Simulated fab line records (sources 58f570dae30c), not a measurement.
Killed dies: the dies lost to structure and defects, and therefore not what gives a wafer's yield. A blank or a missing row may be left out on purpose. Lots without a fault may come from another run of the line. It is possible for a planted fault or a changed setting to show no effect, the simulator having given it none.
What tool caused it?	flow berkeley_cmos170	14 lots with 42 wafers sampled at 2 steps, on a route of 331 steps

## WHAT THE GAUGES READ, wafer by wafer
UCB170_NVT_TW_MEAS_09.
lot	measured	on	NVT_TW
L138	day 6 08:32	film_metro-02	531 527 530
L139	day 6 08:49	film_metro-04	521 520 521
L140	day 6 20:17	film_metro-04	520 519 519
L141	day 6 20:22	film_metro-03	536 537 534
L143	day 7 06:16	film_metro-03	534 537 538
L146	day 8 07:01	film_metro-03	533 535 535
L147	day 8 07:17	film_metro-03	536 534 529
L149	day 8 14:05	film_metro-02	522 525 524
L148	day 8 14:14	film_metro-02	525 524 527
L150	day 8 22:34	film_metro-02	655 656 650
L151	day 9 11:26	film_metro-03	533 537 537
L153	day 9 12:18	film_metro-03	663 664 664
L156	day 9 23:10	film_metro-04	522 520 522
L161	day 10 20:43	film_metro-03	532 535 534

## WHAT TOOL EACH LOT RAN ON (gives the tool, then ch and the chambers of the sampled wafers, and finally the start)
lot	UCB170_NVT_IMPLANT_07
L138	implanter-02 ch 0, day 6 08:17
L139	implanter-04 ch 0, day 6 08:35
L140	implanter-01 ch 0, day 6 20:05
L141	implanter-02 ch 0, day 6 20:09
L143	implanter-04 ch 0, day 7 06:01
L146	implanter-01 ch 0, day 8 06:46
L147	implanter-02 ch 0, day 8 07:02
L149	implanter-01 ch 0, day 8 13:50
L148	implanter-02 ch 0, day 8 14:01
L150	implanter-01 ch 0, day 8 22:00
L151	implanter-02 ch 0, day 9 11:12
L153	implanter-02 ch 0, day 9 11:44
L156	implanter-04 ch 0, day 9 22:55
L161	implanter-02 ch 0, day 10 20:28
- UCB170_NVT_IMPLANT_07

## WHAT THE TOOLS THEMSELVES READ (means of the sampled wafers that have a number; where no wafer has one, the mark that the record gives instead)
The record holds no such reading with a usual standard deviation.

## THE ANSWER, worked out from the rows above alone
Rule: usual is defined by the lots themselves. The widest of any qualifying gaps counts: lots, ordered by their means at a reading, are off when they make up no more than a third of the lots, leave a main group of 4 or more, and stand apart from it by 3 or more times the standard deviation of that group's means. A main group is skipped when, at the precision printed for the reading in the tables above, its means are all equal. A lot without any number at a reading at which 4 lots or more have one is off too. Where the step has rows for the other lots, those lots are counted as sound. First the gauges in route order, then the tools' own readings, where a lot's mean is used as printed above. The first step at which some lot is off is used, and at that step the reading that is off furthest; a lot without a number counts as furthest.
Off: L150, L153, at UCB170_NVT_TW_MEAS_09 (NVT_TW). For the main group the mean is 529 and the standard deviation 6.3.
A tool fits if, at a process step before that reading, it ran every lot that is off, and no sound lot after the first of them. Gauges at UCB170_NVT_TW_MEAS_09: tried the same way as those tools. None of those tried fits.

## WHAT THE SIMULATOR HAD INSERTED
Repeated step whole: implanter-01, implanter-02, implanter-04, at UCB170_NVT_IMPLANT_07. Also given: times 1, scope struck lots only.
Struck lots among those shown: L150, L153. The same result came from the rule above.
